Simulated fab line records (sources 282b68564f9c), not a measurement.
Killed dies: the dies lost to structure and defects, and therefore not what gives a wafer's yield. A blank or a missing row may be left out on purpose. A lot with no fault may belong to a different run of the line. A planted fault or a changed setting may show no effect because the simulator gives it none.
Struck lot and sound lot, side by side | flow rit cmos | 17 out of 202 route steps
Sound: the wafers L504.2, L504.4, L504.5. Struck: wafer L514.5 (left out: L514.1, L514.6 of the same lot, which were not struck); the cause appears at the end.
At each step with rows: each side's tool, then ch and its chambers, then its first start. Under that, the readings that differ: sound wafers | struck wafers | difference of the means | sigmas: that difference in standard deviations of wafers without a fault.
alike: readings with means less than 2 such deviations apart, plus words and numbers identical on both sides. not compared: withheld readings, readings lacking a value on some wafer, bounds such as >300 that could conceal the same value, and numbers that have no deviation in the record and whose values overlap.
Wherever a step has rows on one side only, a row that says differs or no value, or a row with sigmas, the two part there. Non-overlapping numbers with no deviation appear without sigmas and do not part them. Lack of a reading on every wafer of one side parts them only where that side has two or more wafers.

first, 1 step without rows for these wafers: RIT_PSD_IMPLANT_08.
RIT_PSD_STRIP_09: strips in O2, time 180 s.
  sound on plasma asher-04 ch 0,1, day 4 12:02; struck on plasma asher-01 ch 1, day 6 15:24
  alike: drypump motor current A
  not compared: rf hours counter h
RIT_PSD_TW_MEAS_10:
  sound: film metro-04 at day 4 12:13; struck: film metro-02 at day 6 15:34
  alike: PSD_TW
then, 3 steps without rows for these wafers: RIT_SDANNEAL_CLEAN_00 (cleans in SC1, time 600 s); RIT_SDANNEAL_CLEAN_01 (cleans in dHF, time 30 s); RIT_SDANNEAL_CLEAN_02 (cleans in SC2, time 600 s).
RIT_SDANNEAL_RTA_03: time 5 s.
  sound on rtp anneal-02 ch 0, day 4 12:40; struck on rtp anneal-02 ch 0, day 6 16:00
  alike: anneal temp c max, wafer_temp_C_max
RIT_SDANNEAL_RS_MEAS_04: measurement is done with a four-point probe.
  sound: film metro-01 at day 4 12:43; struck: film metro-02 at day 6 16:04
  reading         | sound             | struck | difference | sigmas
  PSD_RS (ohm/sq) | 116.1 116.4 116.4 | 115.2  | -1.1       | -4
RIT_SDANNEAL_RS_MEAS_05: measurement is done with a four-point probe.
  sound: film metro-01 at day 4 12:50; struck: film metro-02 at day 6 16:11
  reading         | sound          | struck | difference | sigmas
  NSD_RS (ohm/sq) | 85.1 85.0 85.2 | 84.1   | -1.0       | -3
RIT_SDANNEAL_RS_MEAS_06: measurement is done with a four-point probe.
  sound: film metro-01 at day 4 12:58; struck: film metro-02 at day 6 16:18
  alike: PLDD_RS
RIT_SDANNEAL_RS_MEAS_07: measurement is done with a four-point probe.
  sound: film metro-01 at day 4 13:05; struck: film metro-02 at day 6 16:25
  alike: NLDD_RS
then, 1 step without rows for these wafers: RIT_SILICIDE_WET_ETCH_00 (etches SiO2 in BOE, target depth 14 nm, time 15 s).
RIT_SILICIDE_SPUTTER_01: material Ti, target thk 30 nm, time 240 s.
  sound: pvd sputter-04 at day 4 13:12; struck: pvd sputter-04 at day 6 16:33
  reading                                     | sound             | struck | difference | sigmas
  model.Ti_of_SILICIDE_SPUTTER_01.thk nm (nm) | 29.73 30.01 29.56 | 17     | -13        |
  alike: throttle valve pct
RIT_SILICIDE_RS_MEAS_02: measurement is done with a four-point probe.
  sound: film metro-03 at day 4 13:22; struck: film metro-03 at day 6 16:42
  reading                 | sound          | struck | difference | sigmas
  SILICIDE_TI_RS (ohm/sq) | 48.4 47.9 48.8 | 98.7   | +50.3      | +73
RIT_SILICIDE_THK_MEAS_03: measures by xrf.
  sound: film metro-03 at day 4 13:29; struck: film metro-03 at day 6 16:49
  reading              | sound          | struck | difference | sigmas
  SILICIDE_TI_THK (nm) | 29.9 30.3 29.7 | 17.1   | -12.9      | -35
RIT_SILICIDE_RTA_04: time 10 s, ramp up 5 s, ramp down 5 s.
  sound on rtp anneal-02 ch 0, day 4 13:32; struck on rtp anneal-02 ch 0, day 6 16:53
  alike: anneal temp c max, wafer_temp_C_max
RIT_M1_PROBE_99:
  sound: prober-02 at day 4 20:07; struck: prober-01 at day 6 23:38
  reading                              | sound             | struck | difference | sigmas
  killed at contacts                   | 1 1 0             | 0      | -1         | -2
  killed open                          | 3 0 3             | 6      | +4         | +2
  model.etest.npoly line.line ohm um   | 163 164.2 162.3   | 249.2  | +86.0      |
  model.etest.ppoly line.line ohm um   | 160.2 154.5 156.4 | 231.7  | +74.7      |
  model.etest.ppoly line.width nm (nm) | 105.6 105.5 106   | 113.8  | +8.1       |
  model.etest.npoly line.rs ohm sq     | 16.96 16.94 17.18 | 27.9   | +10.9      |
  model.etest.npoly line.width nm (nm) | 104.3 104.7 105.8 | 112.5  | +7.6       |
  model.etest.contact pplus.end ohm um | 43.7 44.32 44.48  | 32.95  | -11.22     |
  model.etest.ppoly line.rs ohm sq     | 16.62 16.39 16.56 | 26.33  | +9.81      |
  model.etest.contact nplus.end ohm um | 43.45 41.56 41.97 | 31.25  | -11.08     |
  alike: killed at front end, killed dies, killed short

WHERE THEY PART
First at RIT_SDANNEAL_RS_MEAS_04; last, within this record, at RIT_M1_PROBE_99.

WHY: what the simulator had put in
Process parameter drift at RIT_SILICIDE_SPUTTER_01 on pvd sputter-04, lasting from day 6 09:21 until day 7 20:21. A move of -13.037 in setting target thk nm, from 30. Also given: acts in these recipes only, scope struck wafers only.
